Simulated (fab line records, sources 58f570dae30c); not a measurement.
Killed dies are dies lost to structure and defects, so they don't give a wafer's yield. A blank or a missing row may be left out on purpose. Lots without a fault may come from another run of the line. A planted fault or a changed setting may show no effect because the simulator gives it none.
One fault seen from 2 desks | flow berkeley_cmos170 | each desk has only its own numbers; what lay behind them comes last

THE METROLOGY DESK
What the gauges read, lot by lot, whatever tool the lot ran on: means of the sampled wafers that have a number. A lot is out of limits, marked OUT, if its mean lies more than 4 standard deviations from the usual mean; the brackets give that distance.
Columns: A = PVT_OVL at UCB170_PVT_OVL_MEAS_06, usual 1 nm; B = PVT_TW at UCB170_PVT_TW_MEAS_09, usual 510; C = cd_nm at UCB170_M1_CD_MEAS_09, usual 700.2 nm; D = cd_nm at UCB170_V1_CD_MEAS_90, usual 699.3 nm
lot  | first seen here | A  | B   | C     | D
L122 | day 7 12:29     | 3  | 515 | 700.4 | 699.2
L124 | day 7 21:43     | -8 | 515 | 699.9 | 701.1
L123 | day 7 22:24     | 2  | 499 | 701.5 | 696.5
L125 | day 8 09:08     | 2  | 515 | 699.2 | 699.2
L127 | day 8 09:15     | -3 | 517 | 699.7 | 696.0
L131 | day 8 19:05     | -1 | 515 | 698.6 | 700.2
L130 | day 8 19:52     | -3 | 512 | 700.4 | 698.9
L134 | day 9 12:31     | 2  | 518 | 702.4 | 698.2
L139 | day 10 03:19    | -5 | 499 | 699.5 | 701.4
L137 | day 10 04:13    | 12 | 498 | 699.3 | 700.9
L141 | day 10 11:52    | 5  | 501 | 699.1 | 697.5
L142 | day 11 04:30    | 7  | 512 | 698.3 | 699.1
L143 | day 11 04:48    | 4  | 514 | 698.5 | 700.4
L145 | day 11 14:48    | -0 | 515 | 702.1 | 700.4
This desk's finding: nothing out of limits on any of the 14 lots.

THE TOOL OWNER'S DESK: rie_diel-04
The tool's own readings at UCB170_V1_ETCH_14 (etches SiO2 in CHF3/CF4/Ar, stops on Al, target depth 1250 nm, time 291 s): means of the sampled wafers that have a number, for each lot that ran on this tool. A lot is out of limits, marked OUT, if its mean lies more than 4 standard deviations from the usual mean; the brackets give that distance.
Columns: A = drypump_motor_current_A at UCB170_V1_ETCH_14, usual 5.8 A; B = mfc_ar_sccm at UCB170_V1_ETCH_14, usual 150.0 sccm; C = oes_product_au at UCB170_V1_ETCH_14, usual 0.876 a.u.; D = throttle_valve_pct at UCB170_V1_ETCH_14, usual 6.95 %
lot  | first seen here | A   | B     | C     | D
L123 | day 9 17:56     | 5.8 | 150.3 | 0.870 | 6.91
L127 | day 10 10:23    | 6.0 | 149.8 | 0.868 | 6.91
L134 | day 11 22:38    | 5.3 | 150.2 | 0.885 | 6.89
L137 | day 12 02:44    | 5.0 | 149.9 | 0.888 | 6.99
L139 | day 12 06:04    | 5.3 | 150.2 | 0.884 | 6.94
This desk's finding: nothing out of limits on any of the 5 lots.

PUT TOGETHER
The metrology desk saw nothing out of limits.
The tool owner's desk saw nothing out of limits.

WHAT THE SIMULATOR HAD PUT IN
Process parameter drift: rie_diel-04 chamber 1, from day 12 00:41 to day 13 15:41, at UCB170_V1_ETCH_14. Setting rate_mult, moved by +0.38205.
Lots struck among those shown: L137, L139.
